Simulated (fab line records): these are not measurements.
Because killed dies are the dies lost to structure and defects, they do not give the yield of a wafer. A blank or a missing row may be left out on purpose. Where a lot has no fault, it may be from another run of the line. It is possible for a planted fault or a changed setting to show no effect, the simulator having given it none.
What tool caused it?    flow rit cmos    7 lots, 21 wafers sampled, at 4 steps of a route of 202

WHAT EACH GAUGE READ, for each wafer
RIT_SPACER_THK_MEAS_04.
lot   measured     on             SPACER_NITRIDE_THK (nm)
L973  day 3 03:34  film metro-04  246.8 248.1 246.8
L977  day 3 23:25  film metro-01  249.5 249.1 249.0
L981  day 4 20:08  film metro-04  225.1 226.6 225.3
L987  day 6 04:34  film metro-01  242.9 243.4 243.8
L989  day 6 10:44  film metro-01  245.5 244.2 245.6
L993  day 7 11:36  film metro-02  249.8 246.5 247.9
L995  day 7 19:15  film metro-01  250.2 251.2 249.4

WHAT TOOL EACH LOT RAN ON (gives the tool, then ch and the chambers of the sampled wafers, and finally the start)
lot   RIT_GATE_STRIP_20                    RIT_NLDD_STRIP_09                    RIT_SPACER_CVD_03
L973  plasma asher-02 ch 0,1, day 2 18:23  plasma asher-01 ch 0,1, day 2 23:32  lpcvd-02 ch 1, day 3 01:38
L977  plasma asher-03 ch 1, day 3 14:49    plasma asher-01 ch 0,1, day 3 19:20  lpcvd-01 ch 1, day 3 21:29
L981  plasma asher-03 ch 0,1, day 4 09:47  plasma asher-02 ch 0,1, day 4 14:28  lpcvd-01 ch 0, day 4 17:14
L987  plasma asher-03 ch 0,1, day 5 19:53  plasma asher-01 ch 0,1, day 6 00:28  lpcvd-02 ch 1, day 6 02:40
L989  plasma asher-03 ch 0,1, day 6 01:54  plasma asher-02 ch 0,1, day 6 06:28  lpcvd-02 ch 0, day 6 08:49
L993  plasma asher-02 ch 0,1, day 7 02:22  plasma asher-02 ch 0,1, day 7 07:40  lpcvd-02 ch 1, day 7 09:40
L995  plasma asher-04 ch 0,1, day 7 10:19  plasma asher-01 ch 0,1, day 7 15:03  lpcvd-02 ch 1, day 7 17:19
- RIT_GATE_STRIP_20: strips in O2, time 180 s.
- RIT_NLDD_STRIP_09: strips in O2, time 180 s.
- RIT_SPACER_CVD_03: deposits Si3N4 from SiH2Cl2/NH3, target thk 250 nm, time 3300 s.

THE ANSWER, worked out from the rows above alone
Rule: what is usual is taken from the lots themselves. The widest of any qualifying gaps counts: lots, ordered by their means at a reading, are off when they make up no more than a third of the lots, leave a main group of 4 or more, and stand apart from it by 3 or more times the standard deviation of that group's means. Not used: any main group whose means are identical at the precision the tables above print for the reading. A lot without any number at a reading at which 4 lots or more have one is off too. The other lots that the step has rows for count as sound.
Off: at RIT_SPACER_THK_MEAS_04 (SPACER_NITRIDE_THK), L981. Mean 247.2 nm and standard deviation 2.4 in the main group.
A tool fits if, at a process step before that reading, it ran every lot that is off, and no sound lot after the first of them. The gauges at RIT_SPACER_THK_MEAS_04 are tried like those tools. Undecided on this evidence; 2 tools fit (lpcvd-01 at RIT_SPACER_CVD_03, film metro-04 at RIT_SPACER_THK_MEAS_04).

WHAT WAS PUT IN BY THE SIMULATOR
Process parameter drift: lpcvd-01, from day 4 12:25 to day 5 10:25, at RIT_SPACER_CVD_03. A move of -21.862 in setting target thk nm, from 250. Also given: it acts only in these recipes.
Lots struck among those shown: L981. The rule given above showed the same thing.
